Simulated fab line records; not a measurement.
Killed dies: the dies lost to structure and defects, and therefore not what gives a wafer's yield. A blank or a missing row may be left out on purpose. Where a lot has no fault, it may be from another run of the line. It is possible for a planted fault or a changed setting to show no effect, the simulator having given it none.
fab line records    flow rit_cmos
record: lots: 12  wafers: 36  last_day: 8
route steps=202 shown ACTIVE@16 FOX1@20 REOX@102 M1@201
lots with no fault: from the same line, run without faults
start_h: hours from the record's opening day to when the first of the lot's shown wafers began    wait_h: how many hours have passed since the lot's step before this one    " as in the row above    L1.1+2: one row covering several wafers at once    - either no value or no given start    * or withheld: withheld    < > ~ a bound
route shown NAME@n: names a module that has steps shown in the file, with the first one's number in the route    usual: the fault-free wafers' mean and standard deviation    same: alike in all rows    chamber/n: place in a boat    sites: readings site by site    _std_site: standard deviation of those values    _edge_site: inner sites' mean taken away from outer sites' mean    radius_mm: how far each site lies from the wafer's centre    mask NAME#n: copy n    behind: the most recent tool/chamber to have shaped the wafer    hold: why the lot went on hold/how many hours it stayed there/how the hold came to an end    device: whichever transistor did not switch (one of n, p or np)    end of line: the tests these same wafers got at the end of their route    a step with no rows: only its recipe    killed: the dies lost at the first sort to structure and to defects; this is not the yield of the wafer    map: the dies of a wafer, with x for killed, . for not killed, _ for no die there
set.NAME: the run value of the setting; set.NAME@STEP: its run value at that earlier step    model.NAME: the simulator's own value behind a step, which no gauge read
route steps across a sampled set of lots; one table per step, one row per wafer
services: when a tool's chamber went out of use (start_h, in hours from the record's first day, below 0 if earlier), for how many hours, and the reason
== steps ==
step: RIT_ACTIVE_CD_MEAS_90
recipe: target_cd_nm: 1400
usual: cd_nm: 1400.4/2.6
lot.wafer  tool       chamber  start_h  wait_h  cd_nm
L265.3     cd_sem-01  -        15.33    0.1     1401.8
L265.5     "          -        "        "       1401.1
L265.6     "          -        "        "       1402.4
L266.1     cd_sem-01  -        22.91    0.1     1400.6
L266.3     "          -        "        "       1400.9
L266.6     "          -        "        "       1402.7
L269.2     cd_sem-01  -        36.18    0.1     1403.2
L269.5     "          -        "        "       1400.9
L269.6     "          -        "        "       1402.2
L270.3     cd_sem-02  -        43.64    0.1     1396.5
L270.5     "          -        "        "       1401.3
L270.6     "          -        "        "       1398.6
L271.1     cd_sem-02  -        47.04    0.1     1401.5
L271.2     "          -        "        "       1402.2
L271.6     "          -        "        "       1401.1
L273.2     cd_sem-02  -        56.59    0.2     1399.9
L273.4     "          -        "        "       1400.0
L273.5     "          -        "        "       1398.9
L280.1     cd_sem-02  -        93.75    0.1     1403.5
L280.3     "          -        "        "       1405.3
L280.5     "          -        "        "       1403.0
L281.1     cd_sem-02  -        99.17    0.1     1399.0
L281.3     "          -        "        "       1402.6
L281.6     "          -        "        "       1402.6
L285.1     cd_sem-02  -        117.95   0.1     1399.9
L285.5     "          -        "        "       1397.2
L285.6     "          -        "        "       1398.8
L286.2     cd_sem-01  -        124.94   0.1     1407.5
L286.3     "          -        "        "       1404.5
L286.4     "          -        "        "       1405.7
L287.1     cd_sem-01  -        130.56   0.1     1400.1
L287.2     "          -        "        "       1402.5
L287.3     "          -        "        "       1401.4
L288.3     cd_sem-02  -        132.86   0.1     1401.0
L288.4     "          -        "        "       1399.9
L288.6     "          -        "        "       1398.7
step: RIT_FOX1_OXIDATION_00
recipe: temp_c: 1100  ambient: H2O  target_thk_a: 3507  p_h2o_torr: 720  ox_time_s: 1130
lot.wafer   tool        chamber  start_h  wait_h
L265.3+5+6  furnace-01  0        19.08    3.3
L266.1+3+6  furnace-01  0        26.76    3.4
L269.2+5+6  furnace-04  0        38.01    1.3
L270.3+5+6  furnace-03  0        44.13    0.0
L271.1+2+6  furnace-04  0        48.98    1.4
L273.2+4+5  furnace-04  0        57.17    0.1
L280.1+3+5  furnace-01  0        98.59    4.3
L281.1+3+6  furnace-01  0        102.91   3.3
L285.1+5+6  furnace-04  0        123.64   5.2
L286.2+3+4  furnace-04  0        130.14   4.7
L287.1+2+3  furnace-03  0        133.35   2.3
L288.3+4+6  furnace-03  0        133.35   0.0
step: RIT_REOX_THK_MEAS_04
recipe: reads: SiO2_of_REOX_OXIDATION_03
usual: REOX_OXIDE_THK: 25.1/0.54
lot.wafer  tool           chamber  start_h  wait_h  REOX_OXIDE_THK[nm]
L265.3     film_metro-03  -        51.03    0.0     24.8
L265.5     "              -        "        "       25.0
L265.6     "              -        "        "       24.8
L266.1     film_metro-03  -        57.17    0.0     25.3
L266.3     "              -        "        "       25.5
L266.6     "              -        "        "       25.4
L269.2     film_metro-03  -        70.30    0.0     25.3
L269.5     "              -        "        "       25.1
L269.6     "              -        "        "       24.9
L270.3     film_metro-04  -        81.14    0.0     25.0
L270.5     "              -        "        "       24.7
L270.6     "              -        "        "       24.6
L271.1     film_metro-01  -        89.18    0.0     24.3
L271.2     "              -        "        "       24.0
L271.6     "              -        "        "       24.3
L273.2     film_metro-03  -        89.19    0.0     24.4
L273.4     "              -        "        "       24.5
L273.5     "              -        "        "       24.4
L280.1     film_metro-03  -        139.78   0.0     26.0
L280.3     "              -        "        "       25.6
L280.5     "              -        "        "       25.6
L281.1     film_metro-01  -        147.66   0.0     25.3
L281.3     "              -        "        "       25.0
L281.6     "              -        "        "       25.4
L285.1     film_metro-03  -        157.52   0.0     25.3
L285.5     "              -        "        "       25.3
L285.6     "              -        "        "       24.9
L287.1     film_metro-04  -        160.07   0.0     25.2
L287.2     "              -        "        "       25.6
L287.3     "              -        "        "       25.0
L286.2     film_metro-03  -        160.08   0.0     24.7
L286.3     "              -        "        "       25.1
L286.4     "              -        "        "       24.7
L288.3     film_metro-03  -        163.96   0.0     25.7
L288.4     "              -        "        "       25.5
L288.6     "              -        "        "       25.7
step: RIT_M1_BOW_MEAS_16
recipe: mode: bow
usual: M1_BOW: 17/6.7
lot.wafer  tool           chamber  start_h  wait_h  M1_BOW[um]
L265.3     film_metro-04  -        68.27    0.0     8
L265.5     "              -        "        "       2
L265.6     "              -        "        "       24
L266.1     film_metro-02  -        73.67    0.0     14
L266.3     "              -        "        "       18
L266.6     "              -        "        "       8
L269.2     film_metro-02  -        87.49    0.0     18
L269.5     "              -        "        "       9
L269.6     "              -        "        "       19
L270.3     film_metro-01  -        97.49    0.0     23
L270.5     "              -        "        "       25
L270.6     "              -        "        "       20
L271.1     film_metro-02  -        105.55   0.0     24
L271.2     "              -        "        "       5
L271.6     "              -        "        "       1
L273.2     film_metro-04  -        110.40   0.0     15
L273.4     "              -        "        "       27
L273.5     "              -        "        "       23
L280.1     film_metro-04  -        156.38   0.0     7
L280.3     "              -        "        "       13
L280.5     "              -        "        "       4
L281.1     film_metro-01  -        166.48   0.0     20
L281.3     "              -        "        "       28
L281.6     "              -        "        "       23
L285.1     film_metro-04  -        174.88   0.0     14
L285.5     "              -        "        "       4
L285.6     "              -        "        "       16
L286.2     film_metro-04  -        178.85   0.0     27
L286.3     "              -        "        "       17
L286.4     "              -        "        "       18
L287.1     film_metro-04  -        180.33   0.0     29
L287.2     "              -        "        "       16
L287.3     "              -        "        "       24
L288.3     film_metro-04  -        182.43   0.0     13
L288.4     "              -        "        "       19
L288.6     "              -        "        "       22
step: RIT_M1_PROBE_99
usual: killed_at_contacts: 0.1/0.28  killed_at_front_end: 7.1/2.8  killed_dies: 7.1/2.9  killed_on_rim: 1.9/1.5  killed_open: 3.4/2  killed_short: 3.6/2.1
same: gross_dies: 264  killed_at_M0_to_M3: 0  killed_at_M4_up: 0  killed_at_back_side: 0  killed_at_other: 0
lot.wafer  tool       chamber  start_h  wait_h  killed_at_contacts  killed_at_front_end  killed_dies  killed_on_rim  killed_open  killed_short
L271.1     prober-02  -        105.67   0.1     0                   122                  122          33             2            3
L271.2     prober-02  -        105.72   0.1     0                   139                  139          32             3            4
L271.6     prober-02  -        105.92   0.2     0                   134                  134          34             4            4
L273.2     prober-02  -        110.55   0.1     0                   135                  135          38             1            2
L273.4     prober-02  -        110.65   0.2     0                   123                  123          34             1            0
L273.5     prober-02  -        110.70   0.2     0                   127                  127          28             3            4
killed by level:class
L271.1 FOX1:unspecified=117 GATE:geometric_particle:short=2 GATE:geometric_particle:open=2 REOX:geometric_particle:short=1
L271.2 FOX1:unspecified=132 GATE:geometric_particle:short=3 FOX2:geometric_particle:short=1 GATE:geometric_particle:open=1 SPACER:geometric_particle:open=1 SILICIDE:geometric_particle:open=1
L271.6 FOX1:unspecified=126 GATE:geometric_particle:short=2 GATE:geometric_particle:open=2 FOX1:geometric_particle:short=1 FOX1:geometric_particle:open=1 REOX:geometric_particle:short=1 SILICIDE:geometric_particle:open=1
L273.2 FOX1:unspecified=132 GATE:geometric_particle:short=1 SILICIDE:geometric_particle:open=1 SILICIDE:geometric_particle:short=1
L273.4 FOX1:unspecified=121 FOX2:geometric_particle:open=1 NRETRO:coat_microbubble_printed=1
L273.5 FOX1:unspecified=120 GATE:geometric_particle:short=3 SPACER:geometric_particle:open=2 FOX1:geometric_particle:short=1 SILICIDE:geometric_particle:open=1
== services ==
tool        chamber  start_h  hours  kind
furnace-01  -        13.33    2.5    repair
furnace-04  -        19.45    2.1    pm
furnace-01  -        21.46    3.1    pm
furnace-04  -        21.54    4.6    pm
furnace-03  -        66.37    63.7   pm
== key ==
first_sign: step: RIT_M1_PROBE_99  reading: killed_at_front_end  direction: up  sigmas: 43  usual: 7.1  struck: 130
effect: step: RIT_M1_PROBE_99  reading: killed_dies  direction: up  sigmas: 43  usual: 7.1  struck: 130
met_at RIT_FOX1_OXIDATION_00
struck_lots L271,L273
tester_left_out L271,L273
not_acting_at RIT_ACTIVE_CD_MEAS_90,RIT_REOX_THK_MEAS_04,RIT_M1_BOW_MEAS_16
onset_between 38.01 48.98
fault: kind: chamber_particle_source  tool: furnace-04  chamber: -  onset_h: 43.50  steps: RIT_FOX1_OXIDATION_00  rate_per_visit_cm2: 1.2573  end_h: 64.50
tester_left_out: of these lots the tester's yield and bins aren't shown, on N5 and GAA mostly nor the transistor test; their killed dies are dies lost to structure and defects alone, not to doping, threshold or leakage, so they don't give the yield
